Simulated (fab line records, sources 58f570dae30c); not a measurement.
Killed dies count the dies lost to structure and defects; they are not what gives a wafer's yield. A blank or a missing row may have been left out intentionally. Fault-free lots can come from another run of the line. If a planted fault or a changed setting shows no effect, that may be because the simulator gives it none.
fab line records + flow berkeleyCmos170 + part 2 of 2: steps 27 to 39 of 39
[record]
- lots = 5
- wafers = 15
- lastDay = 11
route steps=331 shown ZERO@8 NWELL@14 PWELL@34
lots untouched by any fault: they come from a run of this same line in which no faults occurred
startH: hours from the record's first day to the start of the lot's first wafer shown + waitH: hours since the lot's step before + " same as the row above + L1.1+2: several wafers, shown together as one row + - either no value or no given start + * or withheld: withheld + < > ~ a bound
route shown NAME@n: NAME is a module with steps in the file, n the number in the route of the first one + usual: mean/standard deviation of fault-free wafers + same: alike in all rows + chamber/n: place in a boat + sites: each site's reading + _std_site: standard deviation of those values + _edge_site: outer sites' mean less inner sites' + radiusMm: for every site, how far away it sits from the centre of the wafer + mask NAME#n: copy n + behind: the most recent tool/chamber to have shaped the wafer + hold: reason for holding the lot/hours on hold/outcome of the hold + device: whichever transistor did not switch (one of n, p or np) + end of line: at the end of the route, the tests of the same wafers + a step given without rows: its recipe and nothing more + killed: dies that structure and defects cost at the first sort, which is not the same as the wafer's yield + map: a wafer's dies, x killed, . not, _ none there
set.NAME: the setting that was run; set.NAME@STEP: the one run at that earlier step + model.NAME: the simulator's own value behind a step, which no gauge read
lots at selected steps of the route; one table per step, one row per wafer
services: when a tool's chamber went out of use (startH, in hours from the record's first day, below 0 if earlier), for how many hours, and the reason
[[steps]]
[step UCB170_PWELL_CLEAN_00]
[recipe]
- chemistry = SPM
- tempC = 120
- timeS = 600
[usual]
- bathHeatDutyPct = 13.1/1.2
- tempC = 120.04/0.12
| lot.wafer | tool        | chamber | startH | waitH | bathHeatDutyPct | tempC  |
|-----------|-------------|---------|--------|-------|-----------------|--------|
| L075.2    | wetBench-04 | 2       | 50.21  | 0.0   | 14.4            | 120.07 |
| L075.5    | "           | 2       | "      | "     | 14.3            | 119.91 |
| L075.6    | "           | 2       | "      | "     | 13.1            | 120.12 |
| L077.1    | wetBench-04 | 2       | 55.16  | 0.1   | 13.9            | 120.11 |
| L077.2    | "           | 2       | "      | "     | 14.8            | 119.97 |
| L077.4    | "           | 2       | "      | "     | 14.3            | 120.16 |
| L080.2    | wetBench-01 | 0       | 77.71  | 0.0   | 14.2            | 119.89 |
| L080.3    | "           | 0       | "      | "     | 14.2            | 119.83 |
| L080.4    | "           | 0       | "      | "     | 13.9            | 119.82 |
| L084.1    | wetBench-04 | 0       | 94.63  | 0.0   | 12.0            | 120.30 |
| L084.5    | "           | 0       | "      | "     | 12.4            | 119.99 |
| L084.6    | "           | 0       | "      | "     | 11.7            | 120.07 |
| L088.1    | wetBench-01 | 2       | 110.03 | 0.0   | 13.1            | 120.12 |
| L088.3    | "           | 2       | "      | "     | 13.5            | 120.07 |
| L088.6    | "           | 2       | "      | "     | 15.0            | 120.22 |
[step UCB170_PWELL_CLEAN_01]
[recipe]
- chemistry = dHF
- dilution = 25:1
- timeS = 60
| lot.wafer  | tool        | chamber | startH | waitH |
|------------|-------------|---------|--------|-------|
| L075.2+5+6 | wetBench-01 | 3       | 50.38  | 0.0   |
| L077.1+2+4 | wetBench-04 | 0       | 55.35  | 0.0   |
| L080.2+3+4 | wetBench-01 | 2       | 77.90  | 0.0   |
| L084.1+5+6 | wetBench-02 | 2       | 94.80  | 0.0   |
| L088.1+3+6 | wetBench-01 | 1       | 110.55 | 0.3   |
[step UCB170_PWELL_OXIDATION_02]
[recipe]
- tempC = 1000
- ambient = O2
- targetThkA = 264
- oxTimeS = 1260
[usual]
- tubeCenterTempC = 999.99/0.089
| lot.wafer | tool       | chamber | startH | waitH | tubeCenterTempC |
|-----------|------------|---------|--------|-------|-----------------|
| L075.2    | furnace-01 | 0       | 56.30  | 5.9   | 999.92          |
| L075.5    | "          | 0       | "      | "     | 999.87          |
| L075.6    | "          | 0       | "      | "     | 999.93          |
| L077.1    | furnace-01 | 0       | 56.30  | 0.9   | 1000.1          |
| L077.2    | "          | 0       | "      | "     | 1000.1          |
| L077.4    | "          | 0       | "      | "     | 1000.1          |
| L080.2    | furnace-04 | 0       | 83.67  | 5.7   | 999.97          |
| L080.3    | "          | 0       | "      | "     | 1000            |
| L080.4    | "          | 0       | "      | "     | 999.92          |
| L084.1    | furnace-04 | 0       | 97.61  | 2.8   | 1000.1          |
| L084.5    | "          | 0       | "      | "     | 999.98          |
| L084.6    | "          | 0       | "      | "     | 999.92          |
| L088.1    | furnace-01 | 0       | 117.96 | 7.4   | 999.93          |
| L088.3    | "          | 0       | "      | "     | 1000.2          |
| L088.6    | "          | 0       | "      | "     | 1000            |
[step UCB170_PWELL_THK_MEAS_03]
[recipe]
- reads = SiO2_of_PWELL_OXIDATION_02
[usual]
- PWELL_OXIDE_THK = 26.0/0.5
| lot.wafer | tool         | chamber | startH | waitH | PWELL_OXIDE_THK[nm] |
|-----------|--------------|---------|--------|-------|---------------------|
| L075.2    | filmMetro-03 | -       | 57.75  | 0.1   | 25.8                |
| L075.5    | "            | -       | "      | "     | 25.3                |
| L075.6    | "            | -       | "      | "     | 25.7                |
| L077.1    | filmMetro-03 | -       | 57.80  | 0.1   | 25.8                |
| L077.2    | "            | -       | "      | "     | 25.9                |
| L077.4    | "            | -       | "      | "     | 26.1                |
| L080.2    | filmMetro-04 | -       | 85.03  | 0.0   | 25.7                |
| L080.3    | "            | -       | "      | "     | 25.9                |
| L080.4    | "            | -       | "      | "     | 25.6                |
| L084.1    | filmMetro-03 | -       | 98.96  | 0.0   | 26.0                |
| L084.5    | "            | -       | "      | "     | 25.0                |
| L084.6    | "            | -       | "      | "     | 25.4                |
| L088.1    | filmMetro-03 | -       | 119.31 | 0.0   | 26.0                |
| L088.3    | "            | -       | "      | "     | 25.4                |
| L088.6    | "            | -       | "      | "     | 25.6                |
[step UCB170_PWELL_ANNEAL_04]
[recipe]
- tempC = 1000
- timeS = 900
- ambient = N2
[usual]
- tubeCenterTempC = 999.99/0.098
| lot.wafer | tool       | chamber | startH | waitH | tubeCenterTempC |
|-----------|------------|---------|--------|-------|-----------------|
| L075.2    | furnace-02 | 0       | 62.22  | 4.5   | 1000            |
| L075.5    | "          | 0       | "      | "     | 1000.1          |
| L075.6    | "          | 0       | "      | "     | 999.97          |
| L077.1    | furnace-02 | 0       | 62.22  | 4.4   | 999.88          |
| L077.2    | "          | 0       | "      | "     | 999.91          |
| L077.4    | "          | 0       | "      | "     | 999.95          |
| L080.2    | furnace-01 | 0       | 91.24  | 6.2   | 999.98          |
| L080.3    | "          | 0       | "      | "     | 1000            |
| L080.4    | "          | 0       | "      | "     | 1000.1          |
| L084.1    | furnace-01 | 0       | 102.86 | 3.9   | 999.93          |
| L084.5    | "          | 0       | "      | "     | 999.99          |
| L084.6    | "          | 0       | "      | "     | 999.98          |
| L088.1    | furnace-01 | 0       | 124.64 | 5.3   | 999.83          |
| L088.3    | "          | 0       | "      | "     | 999.81          |
| L088.6    | "          | 0       | "      | "     | 1000.2          |
[step UCB170_PWELL_CVD_05]
[recipe]
- material = Si3N4
- targetThkNm = 220
- tempC = 800
- precursor = SiH2Cl2/NH3
- timeS = 3300
- pressureMtorr = 200
- sih2cl2FlowSccm = 25
- nh3FlowSccm = 75
[usual]
- nh3FlowSccm = 75.03/0.22
| lot.wafer | tool     | chamber | startH | waitH | nh3FlowSccm |
|-----------|----------|---------|--------|-------|-------------|
| L075.2    | lpcvd-02 | 1       | 64.37  | 0.9   | 74.73       |
| L075.5    | "        | 1       | "      | "     | 75.07       |
| L075.6    | "        | 1       | "      | "     | 74.54       |
| L077.1    | lpcvd-02 | 0       | 64.37  | 0.9   | 75.13       |
| L077.2    | "        | 0       | "      | "     | 75.17       |
| L077.4    | "        | 0       | "      | "     | 75.18       |
| L080.2    | lpcvd-02 | 1       | 92.49  | 0.0   | 74.78       |
| L080.3    | "        | 1       | "      | "     | 74.92       |
| L080.4    | "        | 1       | "      | "     | 74.95       |
| L084.1    | lpcvd-01 | 0       | 104.87 | 0.8   | 75.07       |
| L084.5    | "        | 0       | "      | "     | 74.95       |
| L084.6    | "        | 0       | "      | "     | 74.75       |
| L088.1    | lpcvd-01 | 0       | 125.89 | 0.0   | 75.16       |
| L088.3    | "        | 0       | "      | "     | 75.22       |
| L088.6    | "        | 0       | "      | "     | 75.19       |
[step UCB170_PWELL_THK_MEAS_06]
[recipe]
- reads = Si3N4_of_PWELL_CVD_05
[usual]
- PWELL_NITRIDE_THK = 219.7/2.2
| lot.wafer | tool         | chamber | startH | waitH | PWELL_NITRIDE_THK[nm] |
|-----------|--------------|---------|--------|-------|-----------------------|
| L075.2    | filmMetro-03 | -       | 66.29  | 0.0   | 217.0                 |
| L075.5    | "            | -       | "      | "     | 215.2                 |
| L075.6    | "            | -       | "      | "     | 216.9                 |
| L077.1    | filmMetro-04 | -       | 66.34  | 0.1   | 218.8                 |
| L077.2    | "            | -       | "      | "     | 217.7                 |
| L077.4    | "            | -       | "      | "     | 217.4                 |
| L080.2    | filmMetro-04 | -       | 94.42  | 0.0   | 221.8                 |
| L080.3    | "            | -       | "      | "     | 220.7                 |
| L080.4    | "            | -       | "      | "     | 220.7                 |
| L084.1    | filmMetro-03 | -       | 106.79 | 0.0   | 218.9                 |
| L084.5    | "            | -       | "      | "     | 218.7                 |
| L084.6    | "            | -       | "      | "     | 221.0                 |
| L088.1    | filmMetro-04 | -       | 127.81 | 0.0   | 223.5                 |
| L088.3    | "            | -       | "      | "     | 223.4                 |
| L088.6    | "            | -       | "      | "     | 224.2                 |
[step UCB170_PWELL_HMDS_07]
[recipe]
- primeTimeS = 60
- primeTempC = 100
| lot.wafer  | tool          | chamber | startH | waitH |
|------------|---------------|---------|--------|-------|
| L075.2+5+6 | lithoTrack-03 | 0       | 66.84  | 0.5   |
| L077.1+2+4 | lithoTrack-02 | 0       | 67.01  | 0.7   |
| L080.2+3+4 | lithoTrack-01 | 0       | 94.50  | 0.1   |
| L084.1+5+6 | lithoTrack-03 | 0       | 107.42 | 0.6   |
| L088.1+3+6 | lithoTrack-01 | 0       | 128.03 | 0.2   |
[step UCB170_PWELL_COAT_08]
[recipe]
- resist = KrF
- spinRpm = 1500
- resistThkNm = 900
[usual]
- spinSpeedRpm = 1500.0/0.91
| lot.wafer | tool          | chamber | startH | waitH | spinSpeedRpm |
|-----------|---------------|---------|--------|-------|--------------|
| L075.2    | lithoTrack-03 | 0       | 66.99  | 0.1   | 1498.7       |
| L075.5    | "             | 0       | "      | "     | 1499.9       |
| L075.6    | "             | 0       | "      | "     | 1498.2       |
| L077.1    | lithoTrack-02 | 0       | 67.16  | 0.1   | 1503.2       |
| L077.2    | "             | 0       | "      | "     | 1502.2       |
| L077.4    | "             | 0       | "      | "     | 1498.8       |
| L080.2    | lithoTrack-01 | 0       | 94.65  | 0.1   | 1500.6       |
| L080.3    | "             | 0       | "      | "     | 1500.3       |
| L080.4    | "             | 0       | "      | "     | 1499.9       |
| L084.1    | lithoTrack-03 | 0       | 107.57 | 0.1   | 1499.5       |
| L084.5    | "             | 0       | "      | "     | 1499.5       |
| L084.6    | "             | 0       | "      | "     | 1499.8       |
| L088.1    | lithoTrack-01 | 0       | 128.18 | 0.1   | 1501.0       |
| L088.3    | "             | 0       | "      | "     | 1499.1       |
| L088.6    | "             | 0       | "      | "     | 1500.7       |
[step UCB170_PWELL_SOFTBAKE_09]
[recipe]
- resist = KrF
- tempC = 130
- timeS = 60
| lot.wafer  | tool          | chamber | startH | waitH |
|------------|---------------|---------|--------|-------|
| L075.2+5+6 | lithoTrack-03 | 0       | 67.14  | 0.1   |
| L077.1+2+4 | lithoTrack-02 | 0       | 67.31  | 0.1   |
| L080.2+3+4 | lithoTrack-01 | 0       | 94.80  | 0.1   |
| L084.1+5+6 | lithoTrack-03 | 0       | 107.72 | 0.1   |
| L088.1+3+6 | lithoTrack-01 | 0       | 128.33 | 0.1   |
[step UCB170_PWELL_EXPOSE_10]
[recipe]
- maskId = PWELL
- targetCdNm = 3000
- na = 0.5
- sigmaOuter = 0.6
- sourceShape = conventional
- doseMj = 19
| lot.wafer  | tool          | chamber | startH | waitH | mask    |
|------------|---------------|---------|--------|-------|---------|
| L075.2+5+6 | krfScanner-02 | 0       | 67.41  | 0.2   | PWELL#0 |
| L077.1+2+4 | krfScanner-01 | 0       | 67.63  | 0.3   | PWELL#0 |
| L080.2+3+4 | krfScanner-01 | 0       | 94.94  | 0.1   | PWELL#0 |
| L084.1+5+6 | krfScanner-01 | 0       | 107.87 | 0.1   | PWELL#0 |
| L088.1+3+6 | krfScanner-01 | 0       | 128.60 | 0.2   | PWELL#0 |
[step UCB170_PWELL_PEB_11]
[recipe]
- pebTempC = 130
- pebTimeS = withheld
- resist = KrF
| lot.wafer  | tool          | chamber | startH | waitH |
|------------|---------------|---------|--------|-------|
| L075.2+5+6 | lithoTrack-02 | 0       | 67.76  | 0.3   |
| L077.1+2+4 | lithoTrack-02 | 0       | 68.01  | 0.4   |
| L080.2+3+4 | lithoTrack-02 | 0       | 95.40  | 0.4   |
| L084.1+5+6 | lithoTrack-03 | 0       | 108.77 | 0.9   |
| L088.1+3+6 | lithoTrack-01 | 0       | 128.72 | 0.1   |
[step UCB170_PWELL_DEVELOP_12]
[recipe]
- developer = TMAH
- developTimeS = 45
- resist = KrF
- devTempC = 21
| lot.wafer  | tool          | chamber | startH | waitH |
|------------|---------------|---------|--------|-------|
| L075.2+5+6 | lithoTrack-02 | 0       | -      | -     |
| L077.1+2+4 | lithoTrack-02 | 0       | -      | -     |
| L080.2+3+4 | lithoTrack-02 | 0       | -      | -     |
| L084.1+5+6 | lithoTrack-03 | 0       | -      | -     |
| L088.1+3+6 | lithoTrack-01 | 0       | -      | -     |
[[services]]
| tool           | chamber | startH | hours | kind   |
|----------------|---------|--------|-------|--------|
| implanter-03   | -       | 12.77  | 5.2   | repair |
| krfScanner-01  | -       | 16.73  | 3.0   | pm     |
| krfScanner-02  | -       | 21.25  | 1.3   | pm     |
| rieDiel-03     | 2       | 27.19  | 11.7  | repair |
| krfScanner-01  | -       | 27.72  | 0.8   | pm     |
| krfScanner-01  | -       | 29.11  | 1.3   | pm     |
| krfScanner-01  | -       | 34.80  | 5.4   | repair |
| rieDiel-03     | -       | 35.26  | 14.6  | pm     |
| krfScanner-02  | -       | 42.92  | 0.8   | pm     |
| rieDiel-04     | 1       | 43.16  | 2.3   | repair |
| krfScanner-02  | -       | 47.63  | 1.0   | pm     |
| furnace-02     | -       | 52.37  | 4.3   | pm     |
| rieDiel-03     | 1       | 62.15  | 22.1  | repair |
| rieDiel-03     | -       | 64.26  | 0.5   | repair |
| rieDiel-01     | 0       | 64.87  | 5.9   | repair |
| plasmaAsher-04 | -       | 68.76  | 23.1  | pm     |
| implanter-04   | -       | 77.47  | 1.9   | repair |
| furnace-01     | -       | 78.09  | 4.0   | pm     |
| rieDiel-03     | 1       | 94.95  | 1.9   | repair |
| plasmaAsher-03 | -       | 108.75 | 9.0   | pm     |
| krfScanner-01  | -       | 110.50 | 4.0   | pm     |
| furnace-04     | -       | 113.56 | 4.4   | pm     |
| plasmaAsher-03 | -       | 121.00 | 0.4   | repair |
| furnace-02     | -       | 126.89 | 4.3   | pm     |
